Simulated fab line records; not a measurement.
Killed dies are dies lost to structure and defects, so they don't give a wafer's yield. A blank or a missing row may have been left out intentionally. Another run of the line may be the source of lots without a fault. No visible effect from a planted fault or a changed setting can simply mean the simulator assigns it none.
fab line records / flow ritCmos
record: lots: 7 wafers: 21 lastDay: 7
route steps=202 shown ACTIVE@3 M1@202
lots untouched by any fault: they come from a run of this same line in which no faults occurred
startH: the number of hours between the record's first day and the start of the first shown wafer of the lot / waitH: hours since the lot's step before / " unchanged from the row above / L1.1+2: a single row standing in for several wafers / - either no value or no given start / * or withheld: withheld / < > ~ a bound
route shown NAME@n: a module of which the file shows steps, and the number in the route of the first / usual: mean/standard deviation of fault-free wafers / same: alike in all rows / chamber/n: place in a boat / sites: readings site by site / _std_site: how widely they spread, as a standard deviation / _edge_site: the outer-site mean with the inner-site mean subtracted / radiusMm: how far each site lies from the wafer's centre / mask NAME#n: copy n / behind: the most recent tool/chamber to have shaped the wafer / hold: why the lot was held/for how many hours/how that ended / device: whichever transistor did not switch (one of n, p or np) / end of line: the route-end tests of the same wafers / for a step that has no rows: nothing shown but its recipe / killed: dies that structure and defects cost at the first sort, which is not the same as the wafer's yield / map: the dies of a wafer, with x for killed, . for not killed, _ for no die there
set.NAME: the setting the step ran with; set.NAME@STEP: the setting that earlier step ran with / model.NAME: the simulator's own value behind a step, which no gauge read
a table for each step, a row for each wafer; lots at some steps of the route
services: when a tool's chamber went out of use (startH, in hours from the record's first day, below 0 if earlier), for how many hours, and the reason
== steps ==
step: RIT_ACTIVE_THK_MEAS_02
recipe: reads: SiO2_of_ACTIVE_OXIDATION_01
usual: ACTIVE_OXIDE_THK: 47.4/0.99
lot.wafer=L635.3 tool=filmMetro-01 chamber=- startH=14.30 waitH=0.0 ACTIVE_OXIDE_THK[nm]=49.2
lot.wafer=L635.5 tool=filmMetro-01 chamber=- startH=14.30 waitH=0.0 ACTIVE_OXIDE_THK[nm]=48.6
lot.wafer=L635.6 tool=filmMetro-01 chamber=- startH=14.30 waitH=0.0 ACTIVE_OXIDE_THK[nm]=48.6
lot.wafer=L642.2 tool=filmMetro-04 chamber=- startH=49.16 waitH=0.0 ACTIVE_OXIDE_THK[nm]=48.6
lot.wafer=L642.5 tool=filmMetro-04 chamber=- startH=49.16 waitH=0.0 ACTIVE_OXIDE_THK[nm]=48.3
lot.wafer=L642.6 tool=filmMetro-04 chamber=- startH=49.16 waitH=0.0 ACTIVE_OXIDE_THK[nm]=48.1
lot.wafer=L644.1 tool=filmMetro-04 chamber=- startH=60.20 waitH=0.0 ACTIVE_OXIDE_THK[nm]=46.5
lot.wafer=L644.2 tool=filmMetro-04 chamber=- startH=60.20 waitH=0.0 ACTIVE_OXIDE_THK[nm]=46.3
lot.wafer=L644.5 tool=filmMetro-04 chamber=- startH=60.20 waitH=0.0 ACTIVE_OXIDE_THK[nm]=46.9
lot.wafer=L646.2 tool=filmMetro-04 chamber=- startH=67.06 waitH=0.0 ACTIVE_OXIDE_THK[nm]=47.1
lot.wafer=L646.4 tool=filmMetro-04 chamber=- startH=67.06 waitH=0.0 ACTIVE_OXIDE_THK[nm]=47.9
lot.wafer=L646.6 tool=filmMetro-04 chamber=- startH=67.06 waitH=0.0 ACTIVE_OXIDE_THK[nm]=48.0
lot.wafer=L647.1 tool=filmMetro-03 chamber=- startH=72.05 waitH=0.0 ACTIVE_OXIDE_THK[nm]=47.6
lot.wafer=L647.2 tool=filmMetro-03 chamber=- startH=72.05 waitH=0.0 ACTIVE_OXIDE_THK[nm]=47.4
lot.wafer=L647.4 tool=filmMetro-03 chamber=- startH=72.05 waitH=0.0 ACTIVE_OXIDE_THK[nm]=48.2
lot.wafer=L650.3 tool=filmMetro-03 chamber=- startH=87.07 waitH=0.0 ACTIVE_OXIDE_THK[nm]=47.3
lot.wafer=L650.5 tool=filmMetro-03 chamber=- startH=87.07 waitH=0.0 ACTIVE_OXIDE_THK[nm]=47.2
lot.wafer=L650.6 tool=filmMetro-03 chamber=- startH=87.07 waitH=0.0 ACTIVE_OXIDE_THK[nm]=47.4
lot.wafer=L656.2 tool=filmMetro-01 chamber=- startH=117.97 waitH=0.0 ACTIVE_OXIDE_THK[nm]=45.4
lot.wafer=L656.3 tool=filmMetro-01 chamber=- startH=117.97 waitH=0.0 ACTIVE_OXIDE_THK[nm]=45.8
lot.wafer=L656.4 tool=filmMetro-01 chamber=- startH=117.97 waitH=0.0 ACTIVE_OXIDE_THK[nm]=46.1
step: RIT_ACTIVE_CVD_03
recipe: material: Si3N4 targetThkNm: 150 tempC: 810 precursor: SiH2Cl2/NH3 timeS: 1500 pressureMtorr: 300 sih2cl2FlowSccm: 60 nh3FlowSccm: 150
step: RIT_ACTIVE_THK_MEAS_04
recipe: reads: Si3N4_of_ACTIVE_CVD_03
usual: ACTIVE_NITRIDE_THK: 150.1/1.2
lot.wafer=L635.3 tool=filmMetro-03 chamber=- startH=15.77 waitH=0.0 ACTIVE_NITRIDE_THK[nm]=151.0
lot.wafer=L635.5 tool=filmMetro-03 chamber=- startH=15.77 waitH=0.0 ACTIVE_NITRIDE_THK[nm]=150.7
lot.wafer=L635.6 tool=filmMetro-03 chamber=- startH=15.77 waitH=0.0 ACTIVE_NITRIDE_THK[nm]=150.6
lot.wafer=L642.2 tool=filmMetro-04 chamber=- startH=50.63 waitH=0.0 ACTIVE_NITRIDE_THK[nm]=152.5
lot.wafer=L642.5 tool=filmMetro-04 chamber=- startH=50.63 waitH=0.0 ACTIVE_NITRIDE_THK[nm]=150.7
lot.wafer=L642.6 tool=filmMetro-04 chamber=- startH=50.63 waitH=0.0 ACTIVE_NITRIDE_THK[nm]=151.4
lot.wafer=L644.1 tool=filmMetro-04 chamber=- startH=61.67 waitH=0.0 ACTIVE_NITRIDE_THK[nm]=150.0
lot.wafer=L644.2 tool=filmMetro-04 chamber=- startH=61.67 waitH=0.0 ACTIVE_NITRIDE_THK[nm]=151.1
lot.wafer=L644.5 tool=filmMetro-04 chamber=- startH=61.67 waitH=0.0 ACTIVE_NITRIDE_THK[nm]=151.1
lot.wafer=L646.2 tool=filmMetro-04 chamber=- startH=68.54 waitH=0.0 ACTIVE_NITRIDE_THK[nm]=150.2
lot.wafer=L646.4 tool=filmMetro-04 chamber=- startH=68.54 waitH=0.0 ACTIVE_NITRIDE_THK[nm]=150.5
lot.wafer=L646.6 tool=filmMetro-04 chamber=- startH=68.54 waitH=0.0 ACTIVE_NITRIDE_THK[nm]=152.1
lot.wafer=L647.1 tool=filmMetro-03 chamber=- startH=73.53 waitH=0.0 ACTIVE_NITRIDE_THK[nm]=150.4
lot.wafer=L647.2 tool=filmMetro-03 chamber=- startH=73.53 waitH=0.0 ACTIVE_NITRIDE_THK[nm]=151.4
lot.wafer=L647.4 tool=filmMetro-03 chamber=- startH=73.53 waitH=0.0 ACTIVE_NITRIDE_THK[nm]=150.2
lot.wafer=L650.3 tool=filmMetro-01 chamber=- startH=89.35 waitH=0.0 ACTIVE_NITRIDE_THK[nm]=151.0
lot.wafer=L650.5 tool=filmMetro-01 chamber=- startH=89.35 waitH=0.0 ACTIVE_NITRIDE_THK[nm]=151.4
lot.wafer=L650.6 tool=filmMetro-01 chamber=- startH=89.35 waitH=0.0 ACTIVE_NITRIDE_THK[nm]=152.0
lot.wafer=L656.2 tool=filmMetro-03 chamber=- startH=119.45 waitH=0.0 ACTIVE_NITRIDE_THK[nm]=148.0
lot.wafer=L656.3 tool=filmMetro-03 chamber=- startH=119.45 waitH=0.0 ACTIVE_NITRIDE_THK[nm]=150.0
lot.wafer=L656.4 tool=filmMetro-03 chamber=- startH=119.45 waitH=0.0 ACTIVE_NITRIDE_THK[nm]=150.0
step: RIT_ACTIVE_HMDS_05
recipe: primeTimeS: 60 primeTempC: 140
step: RIT_ACTIVE_COAT_06
recipe: resist: NOVOLAK spinRpm: 3250 resistThkNm: 1000
step: RIT_ACTIVE_SOFTBAKE_07
recipe: resist: NOVOLAK tempC: 90 timeS: 60
step: RIT_ACTIVE_EXPOSE_08
recipe: maskId: M1 na: 0.6 sourceShape: conventional sigmaOuter: 0.6 targetCdNm: 1400 doseMj: 225
step: RIT_ACTIVE_PEB_09
recipe: resist: NOVOLAK tempC: withheld timeS: withheld
step: RIT_ACTIVE_DEVELOP_10
recipe: resist: NOVOLAK developTimeS: 50 devTempC: 23
step: RIT_ACTIVE_CD_MEAS_11
recipe: targetCdNm: 1400
usual: cdNm: 1399.6/2.1
lot.wafer=L635.3 tool=cdSem-02 chamber=- startH=17.02 waitH=- cdNm=1399.7
lot.wafer=L635.5 tool=cdSem-02 chamber=- startH=17.02 waitH=- cdNm=1400.9
lot.wafer=L635.6 tool=cdSem-02 chamber=- startH=17.02 waitH=- cdNm=1399.7
lot.wafer=L642.2 tool=cdSem-01 chamber=- startH=51.65 waitH=- cdNm=1397.9
lot.wafer=L642.5 tool=cdSem-01 chamber=- startH=51.65 waitH=- cdNm=1400.2
lot.wafer=L642.6 tool=cdSem-01 chamber=- startH=51.65 waitH=- cdNm=1401.3
lot.wafer=L644.1 tool=cdSem-02 chamber=- startH=62.58 waitH=- cdNm=1400.4
lot.wafer=L644.2 tool=cdSem-02 chamber=- startH=62.58 waitH=- cdNm=1402.1
lot.wafer=L644.5 tool=cdSem-02 chamber=- startH=62.58 waitH=- cdNm=1399.7
lot.wafer=L646.2 tool=cdSem-02 chamber=- startH=69.58 waitH=- cdNm=1398.3
lot.wafer=L646.4 tool=cdSem-02 chamber=- startH=69.58 waitH=- cdNm=1395.7
lot.wafer=L646.6 tool=cdSem-02 chamber=- startH=69.58 waitH=- cdNm=1398.8
lot.wafer=L647.1 tool=cdSem-02 chamber=- startH=74.44 waitH=- cdNm=1400.3
lot.wafer=L647.2 tool=cdSem-02 chamber=- startH=74.44 waitH=- cdNm=1400.0
lot.wafer=L647.4 tool=cdSem-02 chamber=- startH=74.44 waitH=- cdNm=1400.9
lot.wafer=L650.3 tool=cdSem-01 chamber=- startH=90.41 waitH=- cdNm=1400.2
lot.wafer=L650.5 tool=cdSem-01 chamber=- startH=90.41 waitH=- cdNm=1400.4
lot.wafer=L650.6 tool=cdSem-01 chamber=- startH=90.41 waitH=- cdNm=1399.9
lot.wafer=L656.2 tool=cdSem-01 chamber=- startH=120.49 waitH=- cdNm=1398.9
lot.wafer=L656.3 tool=cdSem-01 chamber=- startH=120.49 waitH=- cdNm=1395.8
lot.wafer=L656.4 tool=cdSem-01 chamber=- startH=120.49 waitH=- cdNm=1398.8
step: RIT_ACTIVE_HARDBAKE_12
recipe: resist: NOVOLAK tempC: 140 timeS: 60
step: RIT_ACTIVE_ETCH_13
recipe: stopOn: SiO2 chemistry: SF6 target: Si3N4 timeS: 210 overEtchFrac: 0.4 SF6_flow_sccm: 200 pressureMtorr: 260 rfW: 125 targetDepthA: 2100
usual: drypumpMotorCurrentA: 5.9/0.4 oesProductAu: 0.825/0.012 throttleValvePct: 7.43/0.12
lot.wafer=L635.3 tool=rieDiel-02 chamber=2 startH=17.25 waitH=0.1 drypumpMotorCurrentA=6.7 oesProductAu=0.842 rfHoursCounterH=4 throttleValvePct=7.30
lot.wafer=L635.5 tool=rieDiel-02 chamber=1 startH=17.25 waitH=0.1 drypumpMotorCurrentA=6.7 oesProductAu=0.835 rfHoursCounterH=- throttleValvePct=7.46
lot.wafer=L635.6 tool=rieDiel-02 chamber=0 startH=17.25 waitH=0.1 drypumpMotorCurrentA=6.1 oesProductAu=0.825 rfHoursCounterH=- throttleValvePct=7.50
lot.wafer=L642.2 tool=rieDiel-04 chamber=0 startH=51.90 waitH=0.1 drypumpMotorCurrentA=5.8 oesProductAu=0.821 rfHoursCounterH=130 throttleValvePct=7.61
lot.wafer=L642.5 tool=rieDiel-04 chamber=3 startH=51.90 waitH=0.1 drypumpMotorCurrentA=5.6 oesProductAu=0.813 rfHoursCounterH=- throttleValvePct=7.59
lot.wafer=L642.6 tool=rieDiel-04 chamber=0 startH=51.90 waitH=0.1 drypumpMotorCurrentA=5.8 oesProductAu=0.819 rfHoursCounterH=- throttleValvePct=7.60
lot.wafer=L644.1 tool=rieDiel-03 chamber=2 startH=62.85 waitH=0.1 drypumpMotorCurrentA=6.0 oesProductAu=0.827 rfHoursCounterH=44 throttleValvePct=7.45
lot.wafer=L644.2 tool=rieDiel-03 chamber=0 startH=62.85 waitH=0.1 drypumpMotorCurrentA=5.8 oesProductAu=0.834 rfHoursCounterH=68 throttleValvePct=7.55
lot.wafer=L644.5 tool=rieDiel-03 chamber=2 startH=62.85 waitH=0.1 drypumpMotorCurrentA=6.0 oesProductAu=0.830 rfHoursCounterH=- throttleValvePct=7.44
lot.wafer=L646.2 tool=rieDiel-03 chamber=0 startH=69.83 waitH=0.1 drypumpMotorCurrentA=5.8 oesProductAu=0.830 rfHoursCounterH=68 throttleValvePct=7.55
lot.wafer=L646.4 tool=rieDiel-03 chamber=3 startH=69.83 waitH=0.1 drypumpMotorCurrentA=5.9 oesProductAu=0.813 rfHoursCounterH=- throttleValvePct=7.26
lot.wafer=L646.6 tool=rieDiel-03 chamber=2 startH=69.83 waitH=0.1 drypumpMotorCurrentA=6.0 oesProductAu=0.835 rfHoursCounterH=- throttleValvePct=7.45
lot.wafer=L647.1 tool=rieDiel-04 chamber=1 startH=74.71 waitH=0.1 drypumpMotorCurrentA=6.0 oesProductAu=0.845 rfHoursCounterH=12 throttleValvePct=7.31
lot.wafer=L647.2 tool=rieDiel-04 chamber=3 startH=74.71 waitH=0.1 drypumpMotorCurrentA=5.6 oesProductAu=0.821 rfHoursCounterH=71 throttleValvePct=7.57
lot.wafer=L647.4 tool=rieDiel-04 chamber=0 startH=74.71 waitH=0.1 drypumpMotorCurrentA=5.8 oesProductAu=0.815 rfHoursCounterH=131 throttleValvePct=7.60
lot.wafer=L650.3 tool=rieDiel-02 chamber=1 startH=90.64 waitH=0.1 drypumpMotorCurrentA=6.7 oesProductAu=0.836 rfHoursCounterH=33 throttleValvePct=7.47
lot.wafer=L650.5 tool=rieDiel-02 chamber=0 startH=90.64 waitH=0.1 drypumpMotorCurrentA=6.1 oesProductAu=0.822 rfHoursCounterH=- throttleValvePct=7.48
lot.wafer=L650.6 tool=rieDiel-02 chamber=3 startH=90.64 waitH=0.1 drypumpMotorCurrentA=4.8 oesProductAu=0.821 rfHoursCounterH=- throttleValvePct=7.27
lot.wafer=L656.2 tool=rieDiel-02 chamber=1 startH=120.77 waitH=0.1 drypumpMotorCurrentA=6.7 oesProductAu=0.829 rfHoursCounterH=34 throttleValvePct=7.46
lot.wafer=L656.3 tool=rieDiel-02 chamber=3 startH=120.77 waitH=0.1 drypumpMotorCurrentA=4.8 oesProductAu=0.817 rfHoursCounterH=1 throttleValvePct=7.29
lot.wafer=L656.4 tool=rieDiel-02 chamber=1 startH=120.77 waitH=0.1 drypumpMotorCurrentA=6.7 oesProductAu=0.831 rfHoursCounterH=- throttleValvePct=7.46
step: RIT_ACTIVE_STRIP_14
recipe: chemistry: O2 timeS: 180 resist: NOVOLAK platenTempC: withheld powerW: 500 pressureMtorr: 4000 o2FlowSccm: 4000
usual: chamberPressureMTorr: 4001/3.3 drypumpMotorCurrentA: 5.6/0.37
lot.wafer=L635.3 tool=plasmaAsher-04 chamber=0 startH=17.44 waitH=0.1 chamberPressureMTorr=3999 drypumpMotorCurrentA=5.7 rfHoursCounterH=-
lot.wafer=L635.5 tool=plasmaAsher-04 chamber=0 startH=17.44 waitH=0.1 chamberPressureMTorr=4006 drypumpMotorCurrentA=5.7 rfHoursCounterH=-
lot.wafer=L635.6 tool=plasmaAsher-04 chamber=1 startH=17.44 waitH=0.1 chamberPressureMTorr=3998 drypumpMotorCurrentA=5.1 rfHoursCounterH=-
lot.wafer=L642.2 tool=plasmaAsher-04 chamber=0 startH=52.03 waitH=0.1 chamberPressureMTorr=4000 drypumpMotorCurrentA=5.8 rfHoursCounterH=43
lot.wafer=L642.5 tool=plasmaAsher-04 chamber=0 startH=52.03 waitH=0.1 chamberPressureMTorr=4004 drypumpMotorCurrentA=5.8 rfHoursCounterH=-
lot.wafer=L642.6 tool=plasmaAsher-04 chamber=1 startH=52.03 waitH=0.1 chamberPressureMTorr=3997 drypumpMotorCurrentA=5.1 rfHoursCounterH=-
lot.wafer=L644.1 tool=plasmaAsher-01 chamber=1 startH=62.99 waitH=0.1 chamberPressureMTorr=3994 drypumpMotorCurrentA=6.1 rfHoursCounterH=23
lot.wafer=L644.2 tool=plasmaAsher-01 chamber=0 startH=62.99 waitH=0.1 chamberPressureMTorr=4002 drypumpMotorCurrentA=5.6 rfHoursCounterH=23
lot.wafer=L644.5 tool=plasmaAsher-01 chamber=1 startH=62.99 waitH=0.1 chamberPressureMTorr=4000 drypumpMotorCurrentA=6.1 rfHoursCounterH=-
lot.wafer=L646.2 tool=plasmaAsher-04 chamber=1 startH=69.97 waitH=0.1 chamberPressureMTorr=4794 drypumpMotorCurrentA=5.1 rfHoursCounterH=45
lot.wafer=L646.4 tool=plasmaAsher-04 chamber=0 startH=69.97 waitH=0.1 chamberPressureMTorr=4000 drypumpMotorCurrentA=5.7 rfHoursCounterH=-
lot.wafer=L646.6 tool=plasmaAsher-04 chamber=0 startH=69.97 waitH=0.1 chamberPressureMTorr=3999 drypumpMotorCurrentA=5.7 rfHoursCounterH=-
lot.wafer=L647.1 tool=plasmaAsher-04 chamber=0 startH=74.84 waitH=0.1 chamberPressureMTorr=4000 drypumpMotorCurrentA=5.7 rfHoursCounterH=45
lot.wafer=L647.2 tool=plasmaAsher-04 chamber=1 startH=74.84 waitH=0.1 chamberPressureMTorr=4799 drypumpMotorCurrentA=5.1 rfHoursCounterH=45
lot.wafer=L647.4 tool=plasmaAsher-04 chamber=0 startH=74.84 waitH=0.1 chamberPressureMTorr=4002 drypumpMotorCurrentA=5.7 rfHoursCounterH=-
lot.wafer=L650.3 tool=plasmaAsher-04 chamber=1 startH=90.83 waitH=0.1 chamberPressureMTorr=4801 drypumpMotorCurrentA=5.1 rfHoursCounterH=-
lot.wafer=L650.5 tool=plasmaAsher-04 chamber=1 startH=90.83 waitH=0.1 chamberPressureMTorr=4800 drypumpMotorCurrentA=5.1 rfHoursCounterH=-
lot.wafer=L650.6 tool=plasmaAsher-04 chamber=0 startH=90.83 waitH=0.1 chamberPressureMTorr=3999 drypumpMotorCurrentA=5.7 rfHoursCounterH=-
lot.wafer=L656.2 tool=plasmaAsher-01 chamber=0 startH=120.90 waitH=0.1 chamberPressureMTorr=4003 drypumpMotorCurrentA=5.6 rfHoursCounterH=29
lot.wafer=L656.3 tool=plasmaAsher-01 chamber=1 startH=120.90 waitH=0.1 chamberPressureMTorr=4005 drypumpMotorCurrentA=6.1 rfHoursCounterH=-
lot.wafer=L656.4 tool=plasmaAsher-01 chamber=0 startH=120.90 waitH=0.1 chamberPressureMTorr=4005 drypumpMotorCurrentA=5.6 rfHoursCounterH=-
step: RIT_ACTIVE_CD_MEAS_90
recipe: targetCdNm: 1400
usual: cdNm: 1399.6/2.2
lot.wafer=L635.3 tool=cdSem-01 chamber=- startH=17.60 waitH=0.1 cdNm=1399.7
lot.wafer=L635.5 tool=cdSem-01 chamber=- startH=17.60 waitH=0.1 cdNm=1400.8
lot.wafer=L635.6 tool=cdSem-01 chamber=- startH=17.60 waitH=0.1 cdNm=1399.5
lot.wafer=L642.2 tool=cdSem-02 chamber=- startH=52.23 waitH=0.1 cdNm=1398.0
lot.wafer=L642.5 tool=cdSem-02 chamber=- startH=52.23 waitH=0.1 cdNm=1400.5
lot.wafer=L642.6 tool=cdSem-02 chamber=- startH=52.23 waitH=0.1 cdNm=1401.1
lot.wafer=L644.1 tool=cdSem-01 chamber=- startH=63.16 waitH=0.1 cdNm=1400.3
lot.wafer=L644.2 tool=cdSem-01 chamber=- startH=63.16 waitH=0.1 cdNm=1401.7
lot.wafer=L644.5 tool=cdSem-01 chamber=- startH=63.16 waitH=0.1 cdNm=1399.6
lot.wafer=L646.2 tool=cdSem-01 chamber=- startH=70.16 waitH=0.1 cdNm=1398.1
lot.wafer=L646.4 tool=cdSem-01 chamber=- startH=70.16 waitH=0.1 cdNm=1396.0
lot.wafer=L646.6 tool=cdSem-01 chamber=- startH=70.16 waitH=0.1 cdNm=1398.6
lot.wafer=L647.1 tool=cdSem-01 chamber=- startH=75.02 waitH=0.1 cdNm=1400.5
lot.wafer=L647.2 tool=cdSem-01 chamber=- startH=75.02 waitH=0.1 cdNm=1400.1
lot.wafer=L647.4 tool=cdSem-01 chamber=- startH=75.02 waitH=0.1 cdNm=1400.4
lot.wafer=L650.3 tool=cdSem-01 chamber=- startH=90.99 waitH=0.1 cdNm=1400.9
lot.wafer=L650.5 tool=cdSem-01 chamber=- startH=90.99 waitH=0.1 cdNm=1400.6
lot.wafer=L650.6 tool=cdSem-01 chamber=- startH=90.99 waitH=0.1 cdNm=1400.0
lot.wafer=L656.2 tool=cdSem-02 chamber=- startH=121.10 waitH=0.1 cdNm=1398.6
lot.wafer=L656.3 tool=cdSem-02 chamber=- startH=121.10 waitH=0.1 cdNm=1395.3
lot.wafer=L656.4 tool=cdSem-02 chamber=- startH=121.10 waitH=0.1 cdNm=1399.0
step: RIT_M1_PROBE_99
usual: killedAtContacts: 0.1/0.23 killedAtFrontEnd: 7/3 killedDies: 7/3 killedOpen: 3.3/1.8 killedShort: 3.3/2.2
same: grossDies: 264 killed_at_M0_to_M3: 0 killed_at_M4_up: 0 killedAtBackSide: 0 killedAtOther: 0
lot.wafer=L635.3 tool=prober-01 chamber=- startH=63.80 waitH=0.2 killedAtContacts=0 killedAtFrontEnd=7 killedDies=7 killedOpen=2 killedShort=5
lot.wafer=L635.5 tool=prober-01 chamber=- startH=63.90 waitH=0.2 killedAtContacts=0 killedAtFrontEnd=8 killedDies=8 killedOpen=5 killedShort=3
lot.wafer=L635.6 tool=prober-01 chamber=- startH=63.95 waitH=0.2 killedAtContacts=0 killedAtFrontEnd=5 killedDies=5 killedOpen=4 killedShort=1
lot.wafer=L642.2 tool=prober-02 chamber=- startH=100.82 waitH=0.1 killedAtContacts=0 killedAtFrontEnd=4 killedDies=4 killedOpen=2 killedShort=2
lot.wafer=L642.5 tool=prober-02 chamber=- startH=100.97 waitH=0.2 killedAtContacts=0 killedAtFrontEnd=4 killedDies=4 killedOpen=3 killedShort=1
lot.wafer=L642.6 tool=prober-02 chamber=- startH=101.02 waitH=0.2 killedAtContacts=0 killedAtFrontEnd=3 killedDies=3 killedOpen=2 killedShort=1
lot.wafer=L650.3 tool=prober-01 chamber=- startH=140.58 waitH=0.2 killedAtContacts=0 killedAtFrontEnd=3 killedDies=3 killedOpen=2 killedShort=1
lot.wafer=L650.5 tool=prober-01 chamber=- startH=140.68 waitH=0.2 killedAtContacts=0 killedAtFrontEnd=5 killedDies=5 killedOpen=4 killedShort=1
lot.wafer=L650.6 tool=prober-01 chamber=- startH=140.73 waitH=0.2 killedAtContacts=0 killedAtFrontEnd=3 killedDies=3 killedOpen=2 killedShort=1
killed by level:class
L635.3 GATE:geometricParticle:short=3 FOX1:geometricParticle:short=1 GATE:geometricParticle:open=1 SILICIDE:geometricParticle:open=1 SILICIDE:geometricParticle:short=1
L635.5 GATE:geometricParticle:open=3 GATE:geometricParticle:short=2 FOX2:geometricParticle:open=1 SPACER:geometricParticle:open=1 SPACER:geometricParticle:short=1
L635.6 GATE:geometricParticle:open=2 SPACER:geometricParticle:open=2 FOX2:geometricParticle:short=1
L642.2 GATE:geometricParticle:open=2 GATE:geometricParticle:short=2
L642.5 GATE:geometricParticle:open=2 FOX1:geometricParticle:open=1 GATE:geometricParticle:short=1
L642.6 FOX1:geometricParticle:open=1 SPACER:geometricParticle:open=1 SILICIDE:geometricParticle:short=1
L650.3 GATE:geometricParticle:open=1 REOX:geometricParticle:open=1 SPACER:geometricParticle:short=1
L650.5 REOX:geometricParticle:open=3 FOX2:geometricParticle:open=1 GATE:geometricParticle:short=1
L650.6 GATE:geometricParticle:open=2 REOX:geometricParticle:short=1
== services ==
tool=rieDiel-04 chamber=2 startH=2.80 hours=16.3 kind=repair
tool=rieDiel-04 chamber=0 startH=24.42 hours=6.0 kind=repair
tool=rieDiel-04 chamber=0 startH=33.63 hours=15.6 kind=repair
tool=rieDiel-04 chamber=2 startH=47.36 hours=17.2 kind=repair
tool=rieDiel-03 chamber=1 startH=52.89 hours=18.1 kind=repair
tool=rieDiel-04 chamber=- startH=56.62 hours=14.6 kind=pm
tool=rieDiel-02 chamber=3 startH=68.64 hours=- kind=clean
tool=rieDiel-02 chamber=3 startH=68.64 hours=20.6 kind=scheduledDown
tool=rieDiel-02 chamber=3 startH=68.64 hours=20.6 kind=ventCycle
tool=rieDiel-03 chamber=1 startH=70.97 hours=- kind=clean
tool=rieDiel-03 chamber=1 startH=70.97 hours=13.4 kind=scheduledDown
tool=rieDiel-03 chamber=1 startH=70.97 hours=13.4 kind=ventCycle
tool=rieDiel-03 chamber=0 startH=85.92 hours=16.2 kind=repair
tool=plasmaAsher-04 chamber=- startH=108.75 hours=9.0 kind=pm
tool=plasmaAsher-04 chamber=0 startH=108.75 hours=9.0 kind=ventCycle
tool=plasmaAsher-04 chamber=1 startH=108.75 hours=9.0 kind=ventCycle
tool=plasmaAsher-04 chamber=0 startH=117.75 hours=- kind=clean
tool=plasmaAsher-04 chamber=1 startH=117.75 hours=- kind=clean
tool=rieDiel-02 chamber=0 startH=119.41 hours=8.8 kind=repair
== key ==
firstSign: step: RIT_ACTIVE_STRIP_14 reading: chamberPressureMTorr direction: up sigmas: 99+ usual: 4001 struck: 4798
effect none on later readings
metAt RIT_ACTIVE_STRIP_14
struckWafers L646.2,L647.2,L650.3,L650.5
testerLeftOut L646,L647,L650
onsetBetween 52.03 69.97
fault: kind: processParameterDrift tool: plasmaAsher-04 chamber: 1 onsetH: 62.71 steps: RIT_ACTIVE_STRIP_14 channel: pressureMtorr offset: 800 shape: step endH: 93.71 actsIn: theseRecipesOnly stated: 4000
testerLeftOut: of these lots the tester's yield and bins aren't shown, on N5 and GAA mostly nor the transistor test; their killed dies are dies lost to structure and defects alone, not to doping, threshold or leakage, so they don't give the yield
